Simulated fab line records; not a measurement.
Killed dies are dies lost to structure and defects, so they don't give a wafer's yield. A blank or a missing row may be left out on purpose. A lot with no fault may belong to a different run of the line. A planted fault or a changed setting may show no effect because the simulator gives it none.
Which tool was responsible? | flow rit_cmos | 14 lots, 42 wafers sampled, at 6 steps of a route of 202

## WHAT EACH GAUGE READ, for each wafer
RIT_ACTIVE_CD_MEAS_11: target cd 1400 nm.
lot  | measured    | on        | cd_nm (nm)
L419 | day 1 14:34 | cd_sem-02 | 1399.6 1399.1 1400.3
L420 | day 1 20:16 | cd_sem-01 | 1402.3 1401.2 1403.2
L421 | day 2 02:46 | cd_sem-01 | 1401.0 1401.7 1402.9
L422 | day 2 05:41 | cd_sem-02 | 1400.0 1401.2 1402.2
L424 | day 2 15:26 | cd_sem-02 | 1401.2 1399.7 1399.4
L425 | day 2 21:30 | cd_sem-01 | 1400.7 1400.4 1400.7
L426 | day 3 01:34 | cd_sem-02 | 1398.4 1397.2 1398.2
L428 | day 3 12:17 | cd_sem-02 | 1396.6 1396.8 1396.7
L429 | day 3 18:11 | cd_sem-02 | 1402.8 1399.9 1404.0
L433 | day 4 12:42 | cd_sem-02 | 1400.3 1399.7 1399.7
L438 | day 5 14:09 | cd_sem-02 | 1399.0 1400.1 1396.3
L439 | day 5 18:36 | cd_sem-01 | 1401.9 1403.9 1404.2
L440 | day 5 23:26 | cd_sem-01 | 1399.2 1398.5 1401.2
L441 | day 6 04:34 | cd_sem-01 | 1402.3 1405.0 1404.0

RIT_GATE_THK_MEAS_09.
lot  | measured    | on            | GATE_POLY_THK (nm)
L419 | day 2 12:46 | film_metro-02 | 252.1 250.8 251.2
L420 | day 2 19:03 | film_metro-04 | 253.5 254.6 253.2
L421 | day 3 02:04 | film_metro-03 | 257.0 256.0 255.9
L422 | day 3 05:52 | film_metro-03 | 250.3 251.9 253.1
L424 | day 3 15:28 | film_metro-03 | 251.9 254.0 249.7
L425 | day 3 22:23 | film_metro-02 | 249.8 254.4 251.1
L426 | day 3 23:42 | film_metro-03 | 259.9 260.3 260.7
L428 | day 4 09:50 | film_metro-02 | 255.0 257.2 255.3
L429 | day 4 14:54 | film_metro-02 | 256.0 255.2 254.2
L433 | day 5 09:35 | film_metro-04 | 252.2 250.3 250.4
L438 | day 6 11:57 | film_metro-03 | 252.7 251.9 253.1
L439 | day 6 16:38 | film_metro-02 | 347.6 346.3 346.7
L440 | day 6 21:43 | film_metro-02 | 349.8 349.7 349.9
L441 | day 7 01:52 | film_metro-02 | 257.5 256.8 257.2

RIT_CONTACT_THK_MEAS_01.
lot  | measured    | on            | CONTACT_TEOS_THK (nm)
L419 | day 3 03:26 | film_metro-03 | 394 404 398
L420 | day 3 12:30 | film_metro-03 | 397 399 404
L421 | day 3 17:08 | film_metro-03 | 397 407 402
L422 | day 3 20:45 | film_metro-01 | 398 398 405
L424 | day 4 08:25 | film_metro-03 | 395 409 406
L425 | day 4 13:08 | film_metro-03 | 394 390 400
L426 | day 4 15:08 | film_metro-01 | 401 401 404
L428 | day 5 01:10 | film_metro-03 | 395 401 405
L429 | day 5 05:38 | film_metro-03 | 399 405 406
L433 | day 6 01:47 | film_metro-03 | 389 391 402
L438 | day 7 03:07 | film_metro-04 | 401 403 402
L441 | day 7 17:00 | film_metro-04 | 400 398 404

RIT_CONTACT_OVL_MEAS_09.
lot  | measured    | on         | CONTACT_OVL (nm)
L419 | day 3 04:35 | overlay-02 | -0.5 -1.5 -2.5
L420 | day 3 13:46 | overlay-01 | -0.9 -1.9 -2.0
L421 | day 3 18:35 | overlay-01 | -1.1 -0.5 -0.5
L422 | day 3 22:01 | overlay-02 | 0.7 -0.2 -0.1
L424 | day 4 09:34 | overlay-02 | -2.1 -2.3 1.1
L425 | day 4 14:17 | overlay-01 | -0.6 0.6 -0.7
L426 | day 4 16:25 | overlay-01 | -1.8 -1.1 -0.9
L428 | day 5 02:18 | overlay-01 | 0.3 -1.6 0.2
L429 | day 5 06:46 | overlay-02 | 1.2 1.4 -2.0
L433 | day 6 02:56 | overlay-02 | -0.7 -1.2 -2.0
L438 | day 7 04:16 | overlay-02 | 1.1 -1.6 0.1
L441 | day 7 18:09 | overlay-02 | -0.5 0.6 -0.8

## TOOL THAT RAN EACH LOT (tool first, then ch and the chambers of the sampled wafers, then the start)
lot  | RIT_GATE_CVD_08            | RIT_GATE_ETCH_19
L419 | lpcvd-01 ch 1, day 2 11:08 | rie_si-02 ch 0,1,2, day 2 13:58
L420 | lpcvd-02 ch 1, day 2 17:25 | rie_si-01 ch 0,1,3, day 2 20:23
L421 | lpcvd-02 ch 1, day 3 00:26 | rie_si-02 ch 0,2, day 3 03:16
L422 | lpcvd-01 ch 1, day 3 04:14 | rie_si-01 ch 0,1,2, day 3 07:16
L424 | lpcvd-02 ch 1, day 3 13:51 | rie_si-01 ch 0,3, day 3 16:55
L425 | lpcvd-01 ch 0, day 3 19:57 | rie_si-02 ch 1,3, day 3 23:43
L426 | lpcvd-02 ch 1, day 3 21:17 | rie_si-01 ch 0,2, day 4 01:10
L428 | lpcvd-02 ch 1, day 4 07:24 | rie_si-01 ch 2,3, day 4 11:07
L429 | lpcvd-01 ch 0, day 4 13:16 | rie_si-02 ch 1,2, day 4 16:18
L433 | lpcvd-01 ch 1, day 5 07:58 | rie_si-02 ch 1,2,3, day 5 10:55
L438 | lpcvd-02 ch 0, day 6 10:20 | rie_si-01 ch 0,1, day 6 13:10
L439 | lpcvd-01 ch 0, day 6 15:00 | rie_si-02 ch 0,1,3, day 6 18:07
L440 | lpcvd-01 ch 1, day 6 20:05 | rie_si-01 ch 0,1,3, day 6 23:03
L441 | lpcvd-02 ch 1, day 7 00:14 | rie_si-02 ch 0,1,3, day 7 03:04
- RIT_GATE_CVD_08: deposits poly-Si from SiH4, target thk 250 nm, time 2220 s.
- RIT_GATE_ETCH_19: etches poly-Si in SF6/CHF3/O2, stops on SiO2, time 165 s, target depth 312.5 nm.

## AS READ BY THE TOOLS THEMSELVES (means over the sampled wafers that have a number; for cases with no such wafer, the mark the record gives instead)
RIT_GATE_CVD_08.
lot  | tool     | zone_power_centre_pct (%)
L419 | lpcvd-01 | 31.5
L420 | lpcvd-02 | 24.2
L421 | lpcvd-02 | 23.8
L422 | lpcvd-01 | 31.3
L424 | lpcvd-02 | 24.3
L425 | lpcvd-01 | 25.5
L426 | lpcvd-02 | 24.2
L428 | lpcvd-02 | 24.0
L429 | lpcvd-01 | 25.3
L433 | lpcvd-01 | 31.3
L438 | lpcvd-02 | 24.9
L439 | lpcvd-01 | 25.4
L440 | lpcvd-01 | 31.2
L441 | lpcvd-02 | 23.8

RIT_GATE_ETCH_19.
lot  | tool      | drypump_motor_current_A (A) | oes_product_au (a.u.) | throttle_valve_pct (%)
L419 | rie_si-02 | 6.1                         | 0.851                 | 10.38
L420 | rie_si-01 | 5.3                         | 0.865                 | 10.23
L421 | rie_si-02 | 6.3                         | 0.862                 | 10.30
L422 | rie_si-01 | 5.3                         | 0.852                 | 10.33
L424 | rie_si-01 | 5.3                         | 0.860                 | 10.32
L425 | rie_si-02 | 5.5                         | 0.838                 | 10.43
L426 | rie_si-01 | 5.3                         | 0.875                 | 10.42
L428 | rie_si-01 | 5.9                         | 0.862                 | 10.15
L429 | rie_si-02 | 5.9                         | 0.850                 | 10.48
L433 | rie_si-02 | 5.7                         | 0.851                 | 10.34
L438 | rie_si-01 | 5.0                         | 0.860                 | 10.30
L439 | rie_si-02 | 5.7                         | 1.004                 | 10.34
L440 | rie_si-01 | 5.3                         | 1.008                 | 10.25
L441 | rie_si-02 | 5.7                         | 0.859                 | 10.34

## THE ANSWER, worked out from the rows above alone
Rule: the lots themselves supply what counts as usual. The widest of any qualifying gaps counts: lots, ordered by their means at a reading, are off when they make up no more than a third of the lots, leave a main group of 4 or more, and stand apart from it by 3 or more times the standard deviation of that group's means. Not used: any main group whose means are identical at the precision the tables above print for the reading. Also off: a lot with no number at a reading for which 4 or more lots have one. All remaining lots with rows at the step are treated as sound. The gauges are gone through in route order, then the tools' own readings, and for those a lot's mean is taken as printed above. The first step at which some lot is off is used, and at that step the reading that is off furthest; a lot without a number counts as furthest.
Off: L439, L440, at RIT_GATE_THK_MEAS_09 (GATE_POLY_THK). Main group: mean 254.1 nm, sd 2.8.
If a tool, at a process step before that reading, ran all the lots that are off and no sound lot after the first of them, it fits. Not tried: the gauges at RIT_GATE_THK_MEAS_09; whatever is off there is also off at RIT_GATE_ETCH_19, on other tools, and gauge error can't account for it. One fits: RIT_GATE_CVD_08 on lpcvd-01. A fault onset in the window from L433 (day 5 07:58, its last sound lot) to L439 (day 6 15:00, its first lot off) fits.

## WHAT WAS PUT IN BY THE SIMULATOR
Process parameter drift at RIT_GATE_CVD_08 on lpcvd-01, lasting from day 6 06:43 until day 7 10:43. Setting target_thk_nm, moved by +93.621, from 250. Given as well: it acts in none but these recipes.
Lots struck among those shown: L439, L440. The same result came from the rule above.
